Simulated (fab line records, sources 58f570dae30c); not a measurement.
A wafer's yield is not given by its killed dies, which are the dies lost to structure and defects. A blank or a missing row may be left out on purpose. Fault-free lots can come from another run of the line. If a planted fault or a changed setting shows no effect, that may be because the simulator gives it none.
Split-lot experiment -- flow berkeley_cmos170 -- route with 331 steps; 5 lots, 23 wafers read

== ON THE SPLIT ==
At UCB170_M3_SPUTTER_01 (material Al, target thk 900 nm, time 120 s), the setting time_s was moved away from the recipe's 120 s on 11 of the 23 wafers read, by -12.3% to +15.0%. This setting was run at the recipe's value on the other wafers.

== FROM THE SPLIT TO THE READING: what the file shows between them, 6 steps ==
- UCB170_M3_RS_MEAS_02: measures by four-point-probe
- UCB170_M3_THK_MEAS_03: measures by xrf
- UCB170_M3_PEB_13 (also split here: peb_temp_c)
- UCB170_M3_DEVELOP_14: develop time 45 s
- UCB170_M3_CD_MEAS_15: target cd 700 nm
- UCB170_M3_ETCH_17: etches BARC in N2/H2

== THE READING ==
oes_product_au, in a.u., at UCB170_M3_METAL_ETCH_18 (etches Al in Cl2/BCl3, stops on SiO2, target depth 1170 nm, time 195 s). On this fab line, fault-free wafers typically give 0.849 a.u. with a standard deviation of 0.015 a.u.

wafer,"tool, chamber at the split","time_s as run, s",against the recipe,"oes_product_au, a.u.",against lot-mates on the recipe
L078.1,"pvd_sputter-02, -",120,recipe,0.837,-
L078.3,"pvd_sputter-02, -",120,recipe,0.840,-
L078.4,"pvd_sputter-02, -",120,recipe,0.835,-
L079.1,"pvd_sputter-03, -",105.2,-12.3%,0.801,-0.031
L079.2,"pvd_sputter-03, -",120,recipe,0.832,-
L079.4,"pvd_sputter-03, -",120,recipe,0.832,-
L079.5,"pvd_sputter-03, -",105.2,-12.3%,0.784,-0.048
L079.6,"pvd_sputter-03, -",105.2,-12.3%,0.785,-0.047
L083.1,"pvd_sputter-03, -",120,recipe,0.853,-
L083.3,"pvd_sputter-03, -",113.7,-5.2%,0.824,-0.021
L083.4,"pvd_sputter-03, -",120,recipe,0.838,-
L083.5,"pvd_sputter-03, -",113.7,-5.2%,0.807,-0.038
L083.6,"pvd_sputter-03, -",113.7,-5.2%,0.826,-0.019
L081.1,"pvd_sputter-01, -",120,recipe,0.849,-
L081.3,"pvd_sputter-01, -",137.3,+14.4%,0.937,+0.083
L081.4,"pvd_sputter-01, -",120,recipe,0.846,-
L081.5,"pvd_sputter-01, -",137.3,+14.4%,0.929,+0.075
L081.6,"pvd_sputter-01, -",120,recipe,0.868,-
L085.1,"pvd_sputter-01, -",120,recipe,0.843,-
L085.2,"pvd_sputter-01, -",138,+15.0%,0.903,+0.056
L085.4,"pvd_sputter-01, -",138,+15.0%,0.904,+0.057
L085.5,"pvd_sputter-01, -",120,recipe,0.851,-
L085.6,"pvd_sputter-01, -",138,+15.0%,0.902,+0.055

FIT RESULTS
A straight line over all 23 wafers: oes_product_au changes by +0.00466 a.u. for each +1% of time_s; r = +0.96; the points scatter about the line by 0.012 a.u.
The same after taking each lot's own level away (the mean of its wafers on the recipe; 23 wafers): +0.00413 a.u. for each +1%; r = +0.97; scatter 0.0097 a.u.
That fit puts the effect of the largest move of time_s on the reading at 0.062 a.u.
The lots' own levels span 0.8320 to 0.8543 a.u., that is 1.5 times the standard deviation above.
In other words, the slope is changed by the lot-to-lot level; the two fits disagree.
Check: with one of the wafers moved furthest among these (+15.0%) left out of the fit, the line predicts +0.0648 a.u. for it against its lot-mates. It came out at +0.056 a.u. against them.

== THESE WAFERS: OTHER SPLITS ==
Other splits were also applied to these wafers ahead of the reading. Each is held against what the fit with the lots' levels taken away leaves over:
other split on the same wafers,wafers away from the commonest value,r with oes_product_au (lot level and that fit taken away)
UCB170_M2_EXPOSE_12 dose_mj,8,-0.56
UCB170_M2_METAL_ETCH_18 time_s,10,-0.09
UCB170_M3_PEB_13 peb_temp_c,7,-0.15

== THE WHOLE CHAIN: every reading that the file lists as answering this split, in the file's order ==
step,what it does,reading,change (the file's fit),r (the file's)
UCB170_M3_SPUTTER_01,"material Al, target thk 900 nm, time 120 s","Al_of_M3_SPUTTER_01.thk_nm (the simulator's own value, which no gauge read)",+8.8 nm for each +1% of the setting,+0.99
UCB170_M3_RS_MEAS_02,measures by four-point-probe,M3_AL_RS,-0.000302 for each +1% of the setting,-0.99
UCB170_M3_THK_MEAS_03,measures by xrf,M3_AL_THK,+9.09 for each +1% of the setting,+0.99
UCB170_M3_METAL_ETCH_18,"etches Al in Cl2/BCl3, stops on SiO2, target depth 1170 nm, time 195 s",oes_product_au,+0.00429 a.u. for each +1% of the setting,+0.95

== FILE'S OWN FIT ==
oes_product_au changes by +0.00429 a.u. for each +1% of time_s, r = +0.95.
